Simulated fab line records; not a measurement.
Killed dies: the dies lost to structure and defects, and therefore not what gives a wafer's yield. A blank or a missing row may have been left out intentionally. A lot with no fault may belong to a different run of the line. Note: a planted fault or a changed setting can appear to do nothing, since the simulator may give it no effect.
Which tool was responsible? / flow berkeley_cmos170 / 12 lots, 36 wafers sampled, at 3 steps of a route of 331

WHAT THE GAUGES READ, wafer by wafer
UCB170_SDANNEAL_RS_MEAS_02: measurement is done with a four-point probe.
lot=L731; measured=day 8 15:23; on=film_metro-03; PSD_RS (ohm/sq)=75.5 75.3 75.6
lot=L732; measured=day 8 15:40; on=film_metro-01; PSD_RS (ohm/sq)=75.6 75.8 75.7
lot=L733; measured=day 8 18:53; on=film_metro-03; PSD_RS (ohm/sq)=75.3 75.5 75.7
lot=L740; measured=day 9 21:15; on=film_metro-01; PSD_RS (ohm/sq)=73.1 72.5 72.9 73.1 72.8 73.1
lot=L738; measured=day 9 21:27; on=film_metro-02; PSD_RS (ohm/sq)=75.2 75.1 75.2
lot=L742; measured=day 10 07:21; on=film_metro-02; PSD_RS (ohm/sq)=72.8 72.7 72.4 72.8 72.9 72.5
lot=L745; measured=day 10 19:33; on=film_metro-03; PSD_RS (ohm/sq)=75.8 76.0 76.4
lot=L746; measured=day 11 05:11; on=film_metro-03; PSD_RS (ohm/sq)=75.7 75.8 75.8
lot=L749; measured=day 11 05:50; on=film_metro-02; PSD_RS (ohm/sq)=75.3 75.6 75.5
lot=L753; measured=day 12 12:01; on=film_metro-02; PSD_RS (ohm/sq)=75.4 75.3 75.3
lot=L751; measured=day 12 12:17; on=film_metro-01; PSD_RS (ohm/sq)=75.7 75.1 75.3
lot=L754; measured=day 12 13:19; on=film_metro-03; PSD_RS (ohm/sq)=75.7 75.7 75.8

WHAT TOOL EACH LOT RAN ON (gives the tool, then ch and the chambers of the sampled wafers, and finally the start)
lot=L731; UCB170_PSD_IMPLANT_08=implanter-02 ch 0, day 8 09:01; UCB170_PSD_STRIP_09=plasma_asher-04 ch 0,1, day 8 09:10
lot=L732; UCB170_PSD_IMPLANT_08=implanter-03 ch 0, day 8 09:20; UCB170_PSD_STRIP_09=plasma_asher-02 ch 0,1, day 8 09:28
lot=L733; UCB170_PSD_IMPLANT_08=implanter-02 ch 0, day 8 15:57; UCB170_PSD_STRIP_09=plasma_asher-02 ch 0, day 8 16:04
lot=L740; UCB170_PSD_IMPLANT_08=implanter-02 ch 0, day 9 15:38; UCB170_PSD_STRIP_09=plasma_asher-02 ch 0,1, day 9 15:47
lot=L738; UCB170_PSD_IMPLANT_08=implanter-03 ch 0, day 9 16:20; UCB170_PSD_STRIP_09=plasma_asher-04 ch 0,1, day 9 16:27
lot=L742; UCB170_PSD_IMPLANT_08=implanter-02 ch 0, day 10 03:40; UCB170_PSD_STRIP_09=plasma_asher-03 ch 0, day 10 03:47
lot=L745; UCB170_PSD_IMPLANT_08=implanter-03 ch 0, day 10 14:35; UCB170_PSD_STRIP_09=plasma_asher-04 ch 0,1, day 10 14:43
lot=L746; UCB170_PSD_IMPLANT_08=implanter-03 ch 0, day 11 00:55; UCB170_PSD_STRIP_09=plasma_asher-03 ch 0,1, day 11 01:04
lot=L749; UCB170_PSD_IMPLANT_08=implanter-01 ch 0, day 11 01:12; UCB170_PSD_STRIP_09=plasma_asher-04 ch 0,1, day 11 01:20
lot=L753; UCB170_PSD_IMPLANT_08=implanter-03 ch 0, day 12 09:05; UCB170_PSD_STRIP_09=plasma_asher-04 ch 0,1, day 12 09:14
lot=L751; UCB170_PSD_IMPLANT_08=implanter-01 ch 0, day 12 09:13; UCB170_PSD_STRIP_09=plasma_asher-03 ch 0,1, day 12 09:22
lot=L754; UCB170_PSD_IMPLANT_08=implanter-03 ch 0, day 12 09:29; UCB170_PSD_STRIP_09=plasma_asher-04 ch 0,1, day 12 09:37
- UCB170_PSD_IMPLANT_08
- UCB170_PSD_STRIP_09: strips in O2.

WHAT THE TOOLS THEMSELVES READ (means of the sampled wafers that have a number; where no wafer has one, the mark that the record gives instead)
UCB170_PSD_IMPLANT_08.
lot=L731 tool=implanter-02 dose_ions_cm2=3e+15
lot=L732 tool=implanter-03 dose_ions_cm2=3e+15
lot=L733 tool=implanter-02 dose_ions_cm2=3e+15
lot=L740 tool=implanter-02 dose_ions_cm2=3e+15
lot=L738 tool=implanter-03 dose_ions_cm2=3e+15
lot=L742 tool=implanter-02 dose_ions_cm2=3e+15
lot=L745 tool=implanter-03 dose_ions_cm2=3e+15
lot=L746 tool=implanter-03 dose_ions_cm2=3e+15
lot=L749 tool=implanter-01 dose_ions_cm2=3e+15
lot=L753 tool=implanter-03 dose_ions_cm2=3e+15
lot=L751 tool=implanter-01 dose_ions_cm2=3e+15
lot=L754 tool=implanter-03 dose_ions_cm2=3e+15

UCB170_PSD_STRIP_09.
lot=L731; tool=plasma_asher-04; drypump_motor_current_A (A)=5.5; oes_product_au (a.u.)=0.601; strip_time_to_endpoint_s (s)=29.39
lot=L732; tool=plasma_asher-02; drypump_motor_current_A (A)=5.2; oes_product_au (a.u.)=0.602; strip_time_to_endpoint_s (s)=29.31
lot=L733; tool=plasma_asher-02; drypump_motor_current_A (A)=4.9; oes_product_au (a.u.)=0.602; strip_time_to_endpoint_s (s)=29.25
lot=L740; tool=plasma_asher-02; drypump_motor_current_A (A)=5.4; oes_product_au (a.u.)=0.596; strip_time_to_endpoint_s (s)=29.94
lot=L738; tool=plasma_asher-04; drypump_motor_current_A (A)=5.6; oes_product_au (a.u.)=0.606; strip_time_to_endpoint_s (s)=29.45
lot=L742; tool=plasma_asher-03; drypump_motor_current_A (A)=6.7; oes_product_au (a.u.)=0.594; strip_time_to_endpoint_s (s)=30.00
lot=L745; tool=plasma_asher-04; drypump_motor_current_A (A)=5.3; oes_product_au (a.u.)=0.597; strip_time_to_endpoint_s (s)=29.28
lot=L746; tool=plasma_asher-03; drypump_motor_current_A (A)=6.2; oes_product_au (a.u.)=0.597; strip_time_to_endpoint_s (s)=29.42
lot=L749; tool=plasma_asher-04; drypump_motor_current_A (A)=5.3; oes_product_au (a.u.)=0.601; strip_time_to_endpoint_s (s)=29.36
lot=L753; tool=plasma_asher-04; drypump_motor_current_A (A)=5.4; oes_product_au (a.u.)=0.599; strip_time_to_endpoint_s (s)=29.37
lot=L751; tool=plasma_asher-03; drypump_motor_current_A (A)=6.3; oes_product_au (a.u.)=0.601; strip_time_to_endpoint_s (s)=29.35
lot=L754; tool=plasma_asher-04; drypump_motor_current_A (A)=5.3; oes_product_au (a.u.)=0.594; strip_time_to_endpoint_s (s)=29.31

THE ANSWER, worked out from the rows above alone
Rule: usual is defined by the lots themselves. Put in order of their means at a reading, lots are off if they are a third of the lots or fewer, leave a main group of 4 or more, and stand apart from it by a gap of 3 or more times the standard deviation of the main group's means; of several such gaps the widest counts. Not used: any main group whose means are identical at the precision the tables above print for the reading. A lot without any number at a reading at which 4 lots or more have one is off too. Where the step has rows for the other lots, those lots are counted as sound. After the gauges, taken in route order, come the tools' own readings; for these a lot's mean is taken, as printed above. The first step at which some lot is off is used, and at that step the reading that is off furthest; a lot without a number counts as furthest.
Off: at UCB170_SDANNEAL_RS_MEAS_02 (PSD_RS), L740, L742. The main group: mean 75.6 ohm/sq, standard deviation 0.25.
If a tool, at a process step before that reading, ran all the lots that are off and no sound lot after the first of them, it fits. Not tried: the gauges at UCB170_SDANNEAL_RS_MEAS_02; whatever is off there is also off at UCB170_PSD_STRIP_09, on other tools, and gauge error can't account for it. One fits: UCB170_PSD_IMPLANT_08 on implanter-02. A fault onset in the window from L733 (day 8 15:57, its last sound lot) to L740 (day 9 15:38, its first lot off) fits.

WHAT THE SIMULATOR HAD INSERTED
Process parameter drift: implanter-02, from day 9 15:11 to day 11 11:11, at UCB170_PSD_IMPLANT_08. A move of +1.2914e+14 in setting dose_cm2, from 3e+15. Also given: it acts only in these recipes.
Shown lots that were struck: L740, L742. The same result came from the rule above.
